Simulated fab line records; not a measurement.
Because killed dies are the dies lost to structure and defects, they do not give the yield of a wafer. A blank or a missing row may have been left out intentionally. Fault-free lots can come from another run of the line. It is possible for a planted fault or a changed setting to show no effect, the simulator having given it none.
The tool behind it: which one? ; flow rit_cmos ; Sampling: 13 lots, 39 wafers, 3 of 202 route steps

== WHAT EACH GAUGE READ, for each wafer ==
RIT_M1_RS_MEAS_01: uses a four-point probe to measure. Usual: M1_AL_RS 0.0729 ohm/sq, standard deviation 0.00064.
lot;measured;on;M1_AL_RS (ohm/sq);flag
L524;day 3 04:56;film_metro-04;0.0712 0.0722 0.0726;
L525;day 3 09:23;film_metro-02;0.0725 0.0717 0.0718;
L526;day 3 16:13;film_metro-02;0.0734 0.0724 0.0736;
L528;day 4 03:29;film_metro-02;0.0724 0.0731 0.0730;
L529;day 4 08:18;film_metro-04;0.0724 0.0733 0.0727;
L530;day 4 12:14;film_metro-02;0.0728 0.0730 0.0733;
L531;day 4 16:21;film_metro-02;0.0722 0.0727 0.0734;
L539;day 6 13:20;film_metro-02;0.0729 0.0563 0.0727;OFF
L540;day 6 17:00;film_metro-04;0.0731 0.0725 0.0733;
L541;day 6 19:35;film_metro-01;0.0739 0.0735 0.0741;
L542;day 7 00:25;film_metro-02;0.0725 0.0718 0.0729;
L544;day 7 09:10;film_metro-01;0.0732 0.0719 0.0724;
L546;day 7 20:57;film_metro-02;0.0725 0.0740 0.0743;

RIT_M1_THK_MEAS_02: measures by xrf. Usual: M1_AL_THK 397 nm, standard deviation 3.8.
lot;measured;on;M1_AL_THK (nm);flag
L524;day 3 05:03;film_metro-04;405 399 396;
L525;day 3 09:30;film_metro-02;399 402 404;
L526;day 3 16:19;film_metro-02;394 398 394;
L528;day 4 03:36;film_metro-02;402 395 397;
L529;day 4 08:24;film_metro-04;400 395 397;
L530;day 4 12:20;film_metro-02;399 394 395;
L531;day 4 16:28;film_metro-02;402 398 393;
L539;day 6 13:27;film_metro-02;398 513 398;OFF
L540;day 6 17:07;film_metro-04;393 398 393;
L541;day 6 19:42;film_metro-01;393 392 392;
L542;day 7 00:31;film_metro-02;400 404 400;
L544;day 7 09:16;film_metro-01;395 404 401;
L546;day 7 21:04;film_metro-02;402 393 394;

== WHAT TOOL EACH LOT RAN ON (gives the tool, then ch and the chambers of the sampled wafers, and finally the start) ==
lot;RIT_M1_SPUTTER_00
L524;pvd_sputter-02, day 3 04:38
L525;pvd_sputter-03, day 3 09:05
L526;pvd_sputter-02, day 3 15:53
L528;pvd_sputter-02, day 4 03:11
L529;pvd_sputter-03, day 4 07:58
L530;pvd_sputter-02, day 4 11:53
L531;pvd_sputter-03, day 4 16:03
L539;pvd_sputter-03, day 6 13:01
L540;pvd_sputter-04, day 6 16:42
L541;pvd_sputter-02, day 6 19:17
L542;pvd_sputter-04, day 7 00:06
L544;pvd_sputter-04, day 7 08:49
L546;pvd_sputter-04, day 7 20:38
- RIT_M1_SPUTTER_00: material Al, target thk 400 nm, time 500 s.

== AS READ BY THE TOOLS THEMSELVES (means over the sampled wafers that have a number; for cases with no such wafer, the mark the record gives instead) ==
RIT_M1_SPUTTER_00. Usual: throttle_valve_pct at 30.3 %, with a standard deviation of 1.2.
lot;tool;throttle_valve_pct (%);flag
L524;pvd_sputter-02;29.6;
L525;pvd_sputter-03;30.4;
L526;pvd_sputter-02;29.3;
L528;pvd_sputter-02;30.7;
L529;pvd_sputter-03;30.9;
L530;pvd_sputter-02;30.7;
L531;pvd_sputter-03;30.4;
L539;pvd_sputter-03;31.0;
L540;pvd_sputter-04;30.7;
L541;pvd_sputter-02;30.9;
L542;pvd_sputter-04;30.6;
L544;pvd_sputter-04;30.7;
L546;pvd_sputter-04;30.7;

== THE ANSWER, worked out from the rows above alone ==
Rule: a lot counts as off when the mean over its wafers that have a number is more than 3 standard deviations away from the usual mean. A lot without any number at a reading at which 4 lots or more have one is off too. Any other lot the step has rows for is counted as sound. After the gauges, taken in route order, come the tools' own readings; for these a lot's mean is taken, as printed above. The first step at which some lot is off is used, and at that step the reading that is off furthest; a lot without a number counts as furthest.
Off: L539, at RIT_M1_RS_MEAS_01 (M1_AL_RS).
If a tool, at a process step before that reading, ran all the lots that are off and no sound lot after the first of them, it fits. Gauges at RIT_M1_RS_MEAS_01: tried the same way as those tools. One candidate fits, namely pvd_sputter-03 at RIT_M1_SPUTTER_00. A fault onset in the window from L531 (day 4 16:03, its last sound lot) to L539 (day 6 13:01, its first lot off) fits.

== WHAT THE SIMULATOR PUT IN ==
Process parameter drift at RIT_M1_SPUTTER_00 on pvd_sputter-03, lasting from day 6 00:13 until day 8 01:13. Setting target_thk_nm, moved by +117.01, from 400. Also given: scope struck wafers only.
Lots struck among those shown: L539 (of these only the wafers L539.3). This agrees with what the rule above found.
